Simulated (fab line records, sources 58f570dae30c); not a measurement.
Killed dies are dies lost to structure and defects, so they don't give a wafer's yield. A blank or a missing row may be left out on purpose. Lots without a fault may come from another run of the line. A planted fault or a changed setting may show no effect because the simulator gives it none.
fab line records | flow berkeley_cmos170 | part 1 of 2: steps 1 to 30 of 44
record lots=5 wafers=15 last_day=11
route steps=331 shown M2@280 V2@292 M3@309
lots that met no fault: from a run of the same line without faults
start_h: hours from the record's first day to the start of the lot's first wafer shown | wait_h: hours since the lot's step before | " the same as in the row above | L1.1+2: a row that stands for several wafers | - no value, or no start given | * or withheld: withheld | < > ~ a bound
route shown NAME@n: a module of which the file shows steps, and the number in the route of the first | usual: mean/standard deviation of fault-free wafers | same: alike in all rows | chamber/n: place in a boat | sites: the reading at each site | _std_site: their standard deviation | _edge_site: outer sites' mean less inner sites' | radius_mm: how far each site lies from the wafer's centre | mask NAME#n: copy n | behind: the tool/chamber that last shaped the wafer | hold: why the lot was held/for how many hours/how that ended | device: the transistor (n, p or np) that didn't switch | end of line: the same wafers' tests at the end of the route | a step without rows: its recipe alone | killed: dies lost to structure and defects at the first sort, not the wafer's yield | map: a wafer's dies, x killed, . not, _ none there
set.NAME: the setting as run; set.NAME@STEP: as run at that earlier step | model.NAME: the simulator's own value behind a step, which no gauge read
lots at some steps of the route; a table a step, a row a wafer
services: from which hour (start_h, from the record's first day; less than 0 if before it) a tool's chamber was out of use, for how many hours, and why
## steps
# step UCB170_M2_COAT_09
# recipe resist=BARC temp_c=withheld time_s=withheld spin_rpm=3000 resist_thk_nm=withheld
# columns lot.wafer tool chamber start_h wait_h
L084.2+4+5 litho_track-02 0 206.08 0.7
L088.2+3+6 litho_track-03 0 225.73 0.0
L092.2+3+6 litho_track-02 0 242.96 0.5
L097.1+5+6 litho_track-04 0 261.33 0.3
L096.2+3+5 litho_track-03 0 261.89 0.2
# step UCB170_M2_COAT_10
# recipe resist=KrF spin_rpm=1500 resist_thk_nm=900
# columns lot.wafer tool chamber start_h wait_h
L084.2+4+5 litho_track-02 0 - -
L088.2+3+6 litho_track-03 0 - -
L092.2+3+6 litho_track-02 0 - -
L097.1+5+6 litho_track-04 0 - -
L096.2+3+5 litho_track-03 0 - -
# step UCB170_M2_SOFTBAKE_11
# recipe resist=KrF temp_c=130 time_s=61.31
# usual plate_sensor_t_centre_C=131.41/0.0093 plate_sensor_t_edge_C=131.53/0.01
# columns lot.wafer tool chamber start_h wait_h plate_sensor_t_centre_C plate_sensor_t_edge_C
L084.2 litho_track-02 0 - - 131.41 131.53
L084.4 " 0 " " 131.39 131.53
L084.5 " 0 " " 131.44 131.52
L088.2 litho_track-03 0 - - 131.4 131.52
L088.3 " 0 " " 131.41 131.54
L088.6 " 0 " " 131.41 131.54
L092.2 litho_track-02 0 - - 131.4 131.53
L092.3 " 0 " " 131.39 131.54
L092.6 " 0 " " 131.41 131.51
L097.1 litho_track-04 0 - - 131.4 131.51
L097.5 " 0 " " 131.41 131.52
L097.6 " 0 " " 131.42 131.53
L096.2 litho_track-03 0 - - 131.41 131.54
L096.3 " 0 " " 131.41 131.52
L096.5 " 0 " " 131.4 131.53
# step UCB170_M2_EXPOSE_12
# recipe mask_id=METAL2 target_cd_nm=700 na=0.5 sigma_outer=0.6 source_shape=conventional dose_mj=26
# same sigma_outer=0.6
# columns lot.wafer tool chamber start_h wait_h mask
L084.2+4+5 krf_scanner-02 0 206.65 - METAL2#0
L088.2+3+6 krf_scanner-01 0 226.30 - METAL2#0
L092.2+3+6 krf_scanner-01 0 243.53 - METAL2#0
L097.1+5+6 krf_scanner-02 0 261.91 - METAL2#0
L096.2+3+5 krf_scanner-01 0 262.77 - METAL2#0
# step UCB170_M2_PEB_13
# recipe peb_temp_c=130 peb_time_s=withheld resist=KrF
# columns lot.wafer tool chamber start_h wait_h
L084.2+4+5 litho_track-02 0 207.53 0.9
L088.2+3+6 litho_track-02 0 226.42 0.1
L092.2+3+6 litho_track-02 0 243.96 0.4
L097.1+5+6 litho_track-04 0 262.23 0.3
L096.2+3+5 litho_track-04 0 263.43 0.6
# step UCB170_M2_DEVELOP_14
# recipe developer=TMAH develop_time_s=45 resist=KrF dev_temp_c=21
# columns lot.wafer tool chamber start_h wait_h
L084.2+4+5 litho_track-02 0 - -
L088.2+3+6 litho_track-02 0 - -
L092.2+3+6 litho_track-02 0 - -
L097.1+5+6 litho_track-04 0 - -
L096.2+3+5 litho_track-04 0 - -
# step UCB170_M2_CD_MEAS_15
# recipe target_cd_nm=700
# usual cd_nm=700.0/1.3
# columns lot.wafer tool chamber start_h wait_h cd_nm
L084.2 cd_sem-01 - 207.80 - 701.0
L084.4 " - " " 700.9
L084.5 " - " " 700.2
L088.2 cd_sem-01 - 226.69 - 701.7
L088.3 " - " " 701.7
L088.6 " - " " 701.9
L092.2 cd_sem-01 - 244.23 - 697.2
L092.3 " - " " 698.9
L092.6 " - " " 698.3
L097.1 cd_sem-02 - 262.51 - 699.2
L097.5 " - " " 699.5
L097.6 " - " " 698.5
L096.2 cd_sem-01 - 263.77 - 699.2
L096.3 " - " " 698.0
L096.5 " - " " 699.9
# step UCB170_M2_OVL_MEAS_16
# usual M2_OVL=-1/4.7
# columns lot.wafer tool chamber start_h wait_h M2_OVL[nm]
L084.2 overlay-01 - 207.91 0.1 7
L084.4 " - " " 5
L084.5 " - " " 7
L088.2 overlay-01 - 226.80 0.1 -2
L088.3 " - " " -4
L088.6 " - " " 1
L092.2 overlay-01 - 244.33 0.1 -5
L092.3 " - " " -10
L092.6 " - " " -3
L097.1 overlay-02 - 262.63 0.1 7
L097.5 " - " " 5
L097.6 " - " " 4
L096.2 overlay-01 - 263.88 0.1 8
L096.3 " - " " 3
L096.5 " - " " 1
# step UCB170_M2_ETCH_17
# recipe chemistry=N2/H2 target_depth_a=withheld overetch_a=withheld target=BARC time_s=withheld source_w=500 bias_w=100 pressure_mtorr=30 n2_flow_sccm=100 h2_flow_sccm=200
# usual drypump_motor_current_A=5.8/0.32 oes_product_au=1.005/0.025 throttle_valve_pct=13.26/0.19
# columns lot.wafer tool chamber start_h wait_h drypump_motor_current_A oes_product_au throttle_valve_pct
L084.2 rie_diel-01 3 207.94 0.0 6.1 1.046 13.63
L084.4 " 2 " " 5.9 1.008 12.92
L084.5 " 3 " " 6.1 1.040 13.65
L088.2 rie_diel-04 3 226.83 0.0 6.5 0.959 12.99
L088.3 " 0 " " 5.5 1.001 13.18
L088.6 " 2 " " 6.0 1.008 13.46
L092.2 rie_diel-01 1 244.36 0.0 5.6 1.033 13.19
L092.3 " 3 " " 6.1 1.060 13.66
L092.6 " 3 " " 6.1 1.043 13.63
L097.1 rie_diel-02 2 262.66 0.0 5.8 0.975 13.26
L097.5 " 2 " " 5.8 0.972 13.26
L097.6 " 3 " " 5.6 1.014 13.25
L096.2 rie_diel-04 0 263.91 0.0 5.6 0.993 13.18
L096.3 " 3 " " 6.5 0.954 13.01
L096.5 " 1 " " 5.8 0.999 13.35
# step UCB170_M2_METAL_ETCH_18
# recipe chemistry=Cl2/BCl3 target=Al stop_on=SiO2 pressure_mtorr=12 target_depth_a=11700 over_etch_frac=0.2854 time_s=195 icp_w=600 bias_w=120 Cl2_flow_sccm=90 bcl3_flow_sccm=45
# usual drypump_motor_current_A=5.7/0.55 mfc_cl2_sccm=89.97/0.28 oes_product_au=0.856/0.012 throttle_valve_pct=24.23/0.26
# same over_etch_frac=0.2854
# columns lot.wafer tool chamber start_h wait_h drypump_motor_current_A mfc_cl2_sccm oes_product_au rf_hours_counter_h throttle_valve_pct
L084.2 rie_metal-02 0 207.98 - 4.9 90.28 0.872 1 24.34
L084.4 " 1 " " 5.7 89.85 0.844 - 24.63
L084.5 " 1 " " 5.7 90.36 0.844 - 24.64
L088.2 rie_metal-01 0 226.93 - 6.3 90.29 0.845 - 24.47
L088.3 " 0 " " 6.4 90.13 0.845 - 24.47
L088.6 " 0 " " 6.3 89.98 0.846 - 24.46
L092.2 rie_metal-01 0 244.41 - 6.4 89.64 0.854 14 24.47
L092.3 " 1 " " 5.5 89.86 0.857 - 24.09
L092.6 " 1 " " 5.5 90.50 0.855 - 24.11
L097.1 rie_metal-01 1 262.71 - 5.5 90.02 0.845 8 24.10
L097.5 " 0 " " 6.3 89.81 0.846 - 24.47
L097.6 " 1 " " 5.5 89.72 0.845 - 24.10
L096.2 rie_metal-03 0 263.95 - 5.1 90.28 0.846 11 23.89
L096.3 " 0 " " 5.1 89.99 0.865 - 23.90
L096.5 " 1 " " 6.4 89.95 0.868 - 24.02
# step UCB170_M2_STRIP_19
# recipe chemistry=O2 power_w=400 pressure_mtorr=3500 platen_temp_c=withheld o2_flow_sccm=400 overash_fraction=0.5
# usual drypump_motor_current_A=5.9/0.35 oes_product_au=0.549/0.014
# columns lot.wafer tool chamber start_h wait_h drypump_motor_current_A oes_product_au rf_hours_counter_h
L084.2 plasma_asher-01 1 208.17 0.1 5.8 0.573 52
L084.4 " 1 " " 5.8 0.554 -
L084.5 " 0 " " 6.3 0.547 -
L088.2 plasma_asher-04 0 227.24 0.2 5.3 0.548 46
L088.3 " 0 " " 5.3 0.539 -
L088.6 " 0 " " 5.3 0.544 -
L092.2 plasma_asher-03 1 244.59 0.1 6.0 0.552 14
L092.3 " 0 " " 6.2 0.551 -
L092.6 " 1 " " 6.0 0.562 -
L097.1 plasma_asher-03 0 262.89 0.1 6.2 0.544 16
L097.5 " 1 " " 6.0 0.539 -
L097.6 " 0 " " 6.2 0.546 -
L096.2 plasma_asher-01 0 264.14 0.1 6.3 0.522 59
L096.3 " 0 " " 6.3 0.522 -
L096.5 " 0 " " 6.3 0.556 -
# step UCB170_M2_CD_MEAS_90
# recipe target_cd_nm=700
# usual cd_nm=702/3.6
# columns lot.wafer tool chamber start_h wait_h cd_nm
L084.2 cd_sem-02 - 208.46 0.3 704
L084.4 " - " " 702
L084.5 " - " " 703
L088.2 cd_sem-01 - 227.36 0.1 709
L088.3 " - " " 709
L088.6 " - " " 712
L092.2 cd_sem-01 - 244.73 0.1 701
L092.3 " - " " 701
L092.6 " - " " 699
L097.1 cd_sem-01 - 262.99 0.1 700
L097.5 " - " " 705
L097.6 " - " " 701
L096.2 cd_sem-01 - 264.26 0.1 698
L096.3 " - " " 697
L096.5 " - " " 703
# step UCB170_V2_CVD_00
# recipe material=SiO2 target_thk_nm=2000 temp_c=390 precursor=TEOS/O2 time_s=250 rf_w=550 pressure_mtorr=9000
# usual heater_power_w=277/53
# columns lot.wafer tool chamber start_h wait_h heater_power_w
L084.2 pecvd-04 0 208.56 0.1 248
L084.4 " 2 " " 223
L084.5 " 0 " " 175
L088.2 pecvd-01 0 227.46 0.1 222
L088.3 " 2 " " 301
L088.6 " 1 " " 320
L092.2 pecvd-03 0 244.83 0.1 383
L092.3 " 1 " " 344
L092.6 " 2 " " 302
L097.1 pecvd-03 2 263.11 0.1 239
L097.5 " 0 " " 368
L097.6 " 2 " " 298
L096.2 pecvd-01 0 264.36 0.1 202
L096.3 " 2 " " 276
L096.5 " 1 " " 219
# step UCB170_V2_THK_MEAS_01
# recipe reads=SiO2_of_V2_CVD_00
# usual V2_TEOS_THK=1991/28
# columns lot.wafer tool chamber start_h wait_h V2_TEOS_THK[nm]
L084.2 film_metro-03 - 208.72 0.1 1990
L084.4 " - " " 2025
L084.5 " - " " 2045
L088.2 film_metro-03 - 227.67 0.1 1997
L088.3 " - " " 1982
L088.6 " - " " 2034
L092.2 film_metro-02 - 244.99 0.1 1967
L092.3 " - " " 1970
L092.6 " - " " 1992
L097.1 film_metro-03 - 263.27 0.1 1972
L097.5 " - " " 1997
L097.6 " - " " 1993
L096.2 film_metro-02 - 264.53 0.1 1946
L096.3 " - " " 1957
L096.5 " - " " 1982
# step UCB170_V2_CMP_02
# recipe material=SiO2 down_force_psi=6 platen_rpm=60 pad_velocity_m_s=0.75398
# usual motor_current_A=16.0/1.3
# columns lot.wafer tool chamber start_h wait_h motor_current_A
L084.2 cmp-02 0 208.84 0.1 15.9
L084.4 " 1 " " 15.0
L084.5 " 3 " " 18.5
L088.3 cmp-01 2 227.72 0.0 16.2
L088.2 " 3 " " 15.6
L088.6 " 3 " " 15.5
L092.2 cmp-02 3 245.04 0.0 18.9
L092.3 " 2 " " 15.0
L092.6 " 0 " " 15.9
L097.1 cmp-02 0 263.43 0.1 16.5
L097.5 " 2 " " 15.7
L097.6 " 3 " " 17.7
L096.2 cmp-02 0 264.58 0.0 16.8
L096.3 " 2 " " 15.4
L096.5 " 1 " " 15.5
# step UCB170_V2_BOW_MEAS_03
# recipe mode=bow
# usual V2_BOW=36/7.8
# columns lot.wafer tool chamber start_h wait_h V2_BOW[um]
L084.2 film_metro-03 - 209.11 0.2 34
L084.4 " - " " 46
L084.5 " - " " 53
L088.2 film_metro-04 - 228.04 0.2 33
L088.3 " - " " 32
L088.6 " - " " 39
L092.2 film_metro-03 - 245.36 0.3 50
L092.3 " - " " 41
L092.6 " - " " 45
L097.1 film_metro-02 - 263.63 0.1 20
L097.5 " - " " 31
L097.6 " - " " 38
L096.2 film_metro-03 - 264.90 0.3 34
L096.3 " - " " 30
L096.5 " - " " 44
# step UCB170_V2_THK_MEAS_04
# recipe reads=SiO2_of_V2_CVD_00
# usual V2_POLISHED_THK=999.7/1.2
# columns lot.wafer tool chamber start_h wait_h V2_POLISHED_THK[nm]
L084.2 film_metro-03 - 209.22 0.1 1000.7
L084.4 " - " " 999.5
L084.5 " - " " 998.8
L088.2 film_metro-04 - 228.15 0.1 1000.2
L088.3 " - " " 1000.2
L088.6 " - " " 999.6
L092.2 film_metro-03 - 245.47 0.1 999.2
L092.3 " - " " 999.5
L092.6 " - " " 999.6
L097.1 film_metro-02 - 263.75 0.1 999.9
L097.5 " - " " 998.2
L097.6 " - " " 999.7
L096.2 film_metro-03 - 265.01 0.1 1000.6
L096.3 " - " " 999.3
L096.5 " - " " 998.9
# step UCB170_V2_CLEAN_05
# recipe chemistry=DIW
# columns lot.wafer tool chamber start_h wait_h
L084.2+4+5 wet_bench-01 2 209.33 0.1
L088.2+3+6 wet_bench-02 0 228.29 0.1
L092.2+3+6 wet_bench-01 2 245.52 0.0
L097.1+5+6 wet_bench-01 1 263.81 0.1
L096.2+3+5 wet_bench-01 2 265.54 0.5
# step UCB170_V2_HMDS_06
# recipe prime_time_s=60 prime_temp_c=100
# columns lot.wafer tool chamber start_h wait_h
L084.2+4+5 litho_track-03 0 210.51 1.0
L088.2+3+6 litho_track-04 0 228.83 0.3
L092.2+3+6 litho_track-01 0 245.82 0.1
L097.1+5+6 litho_track-01 0 264.40 0.4
L096.2+3+5 litho_track-03 0 266.06 0.3
# step UCB170_V2_COAT_07
# recipe resist=KrF spin_rpm=1500 resist_thk_nm=900
# columns lot.wafer tool chamber start_h wait_h
L084.2+4+5 litho_track-03 0 210.66 0.1
L088.2+3+6 litho_track-04 0 228.98 0.1
L092.2+3+6 litho_track-01 0 245.97 0.1
L097.1+5+6 litho_track-01 0 264.55 0.1
L096.2+3+5 litho_track-03 0 266.21 0.1
# step UCB170_V2_SOFTBAKE_08
# recipe resist=KrF temp_c=130 time_s=60
# columns lot.wafer tool chamber start_h wait_h
L084.2+4+5 litho_track-03 0 210.81 0.1
L088.2+3+6 litho_track-04 0 229.13 0.1
L092.2+3+6 litho_track-01 0 246.12 0.1
L097.1+5+6 litho_track-01 0 264.70 0.1
L096.2+3+5 litho_track-03 0 266.36 0.1
# step UCB170_V2_EXPOSE_09
# recipe mask_id=VIA2 target_cd_nm=700 na=0.5 sigma_outer=0.6 source_shape=conventional dose_mj=37
# same sigma_outer=0.6
# columns lot.wafer tool chamber start_h wait_h mask
L084.2+4+5 krf_scanner-02 0 211.18 0.3 VIA2#0
L088.2+3+6 krf_scanner-02 0 229.44 0.3 VIA2#0
L092.2+3+6 krf_scanner-01 0 246.39 0.2 VIA2#0
L097.1+5+6 krf_scanner-02 0 264.98 0.2 VIA2#0
L096.2+3+5 krf_scanner-01 0 266.51 0.1 VIA2#0
# step UCB170_V2_PEB_10
# recipe peb_temp_c=130 peb_time_s=withheld resist=KrF
# columns lot.wafer tool chamber start_h wait_h
L084.2+4+5 litho_track-01 0 212.24 1.0
L088.2+3+6 litho_track-01 0 230.27 0.8
L092.2+3+6 litho_track-01 0 246.51 0.1
L097.1+5+6 litho_track-04 0 265.31 0.3
L096.2+3+5 litho_track-04 0 267.33 0.8
# step UCB170_V2_DEVELOP_11
# recipe developer=TMAH develop_time_s=45 resist=KrF dev_temp_c=21
# columns lot.wafer tool chamber start_h wait_h
L084.2+4+5 litho_track-01 0 - -
L088.2+3+6 litho_track-01 0 - -
L092.2+3+6 litho_track-01 0 - -
L097.1+5+6 litho_track-04 0 - -
L096.2+3+5 litho_track-04 0 - -
# step UCB170_V2_CD_MEAS_12
# recipe target_cd_nm=700
# usual cd_nm=700.1/1.7
# columns lot.wafer tool chamber start_h wait_h cd_nm
L084.2 cd_sem-02 - 212.51 - 697.6
L084.4 " - " " 698.6
L084.5 " - " " 697.2
L088.2 cd_sem-02 - 230.57 - 698.4
L088.3 " - " " 698.8
L088.6 " - " " 698.0
L092.2 cd_sem-02 - 246.78 - 699.8
L092.3 " - " " 699.7
L092.6 " - " " 701.2
L097.1 cd_sem-02 - 265.58 - 699.9
L097.5 " - " " 700.1
L097.6 " - " " 699.4
L096.2 cd_sem-01 - 267.61 - 698.8
L096.3 " - " " 697.9
L096.5 " - " " 700.5
# step UCB170_V2_OVL_MEAS_13
# usual V2_OVL=1/5
# columns lot.wafer tool chamber start_h wait_h V2_OVL[nm]
L084.2 overlay-01 - 212.62 0.1 1
L084.4 " - " " 6
L084.5 " - " " 6
L088.2 overlay-01 - 230.67 0.1 13
L088.3 " - " " 8
L088.6 " - " " 12
L092.2 overlay-02 - 246.89 0.1 -1
L092.3 " - " " 0
L092.6 " - " " 2
L097.1 overlay-01 - 265.70 0.1 3
L097.5 " - " " 2
L097.6 " - " " -4
L096.2 overlay-02 - 267.71 0.1 -6
L096.3 " - " " 3
L096.5 " - " " 5
# step UCB170_V2_ETCH_14
# recipe chemistry=CHF3/CF4/Ar target=SiO2 stop_on=Al CHF3_flow_sccm=45 cf4_flow_sccm=15 Ar_flow_sccm=150 pressure_mtorr=200 rf_w=700 target_depth_a=12500 over_etch_frac=0.25 time_s=291
# usual drypump_motor_current_A=5.78/0.29 oes_product_au=0.878/0.012 throttle_valve_pct=6.92/0.13
# same over_etch_frac=0.25
# columns lot.wafer tool chamber start_h wait_h drypump_motor_current_A oes_product_au rf_hours_counter_h throttle_valve_pct
L084.2 rie_diel-01 1 212.65 0.0 5.54 0.880 13 6.88
L084.4 " 3 " " 6.10 0.893 5 7.18
L084.5 " 1 " " 5.52 0.880 - 6.88
L088.2 rie_diel-02 0 230.70 0.0 6.05 0.890 47 6.95
L088.3 " 3 " " 5.56 0.886 72 6.88
L088.6 " 3 " " 5.57 0.883 - 6.89
L092.2 rie_diel-03 3 246.92 0.0 6.18 0.884 40 6.87
L092.3 " 0 " " 5.57 0.884 95 6.86
L092.6 " 2 " " 5.97 0.883 - 6.94
L097.1 rie_diel-01 3 265.74 0.0 6.08 0.893 7 7.20
L097.5 " 0 " " 5.26 0.873 - 7.11
L097.6 " 1 " " 5.53 0.885 - 6.87
L096.2 rie_diel-02 2 267.74 0.0 5.80 0.860 25 6.92
L096.3 " 0 " " 6.05 0.883 49 6.97
L096.5 " 1 " " 5.68 0.860 - 6.81
# step UCB170_V2_STRIP_15
# recipe chemistry=O2 power_w=400 pressure_mtorr=3500 platen_temp_c=withheld o2_flow_sccm=400 overash_fraction=0.5
# usual drypump_motor_current_A=5.7/0.34 oes_product_au=0.722/0.0041 strip_time_to_endpoint_s=15.26/0.12
# columns lot.wafer tool chamber start_h wait_h drypump_motor_current_A oes_product_au rf_hours_counter_h strip_time_to_endpoint_s
L084.2 plasma_asher-02 1 212.83 0.1 5.8 0.720 50 15.16
L084.4 " 0 " " 6.1 0.726 - 15.10
L084.5 " 0 " " 6.1 0.724 - 15.21
L088.2 plasma_asher-04 1 230.88 0.1 5.4 0.720 47 15.22
L088.3 " 1 " " 5.4 0.724 - 15.44
L088.6 " 0 " " 5.3 0.717 - 15.33
L092.2 plasma_asher-04 0 247.10 0.1 5.3 0.722 49 15.21
L092.3 " 1 " " 5.4 0.715 - 15.12
L092.6 " 0 " " 5.3 0.727 - 15.23
L097.1 plasma_asher-04 0 265.92 0.1 5.3 0.711 52 15.21
L097.5 " 0 " " 5.3 0.724 - 15.39
L097.6 " 1 " " 5.4 0.724 - 15.18
L096.2 plasma_asher-04 0 267.92 0.1 5.3 0.724 52 15.29
L096.3 " 1 " " 5.4 0.727 - 15.41
L096.5 " 1 " " 5.4 0.727 - 15.44
# step UCB170_V2_CD_MEAS_90
# recipe target_cd_nm=700
# usual cd_nm=700.1/1.8
# columns lot.wafer tool chamber start_h wait_h cd_nm
L084.2 cd_sem-01 - 212.95 0.1 697.5
L084.4 " - " " 698.7
L084.5 " - " " 697.4
L088.2 cd_sem-02 - 231.00 0.1 698.3
L088.3 " - " " 698.9
L088.6 " - " " 698.2
L092.2 cd_sem-01 - 247.22 0.1 700.0
L092.3 " - " " 700.6
L092.6 " - " " 701.6
L097.1 cd_sem-02 - 266.02 0.1 698.9
L097.5 " - " " 699.1
L097.6 " - " " 699.7
L096.2 cd_sem-01 - 268.04 0.1 698.4
L096.3 " - " " 698.2
L096.5 " - " " 701.1
# step UCB170_M3_PRE_CLEAN_00
# recipe gas=Ar preclean_etch_time_s=60
# columns lot.wafer tool chamber start_h wait_h
L084.2+4+5 pvd_sputter-03 - 213.05 0.1
L088.2+3+6 pvd_sputter-02 - 231.10 0.1
L092.2+3+6 pvd_sputter-04 - 247.32 0.1
L097.1+5+6 pvd_sputter-02 - 266.14 0.1
L096.2+3+5 pvd_sputter-02 - 268.14 0.1
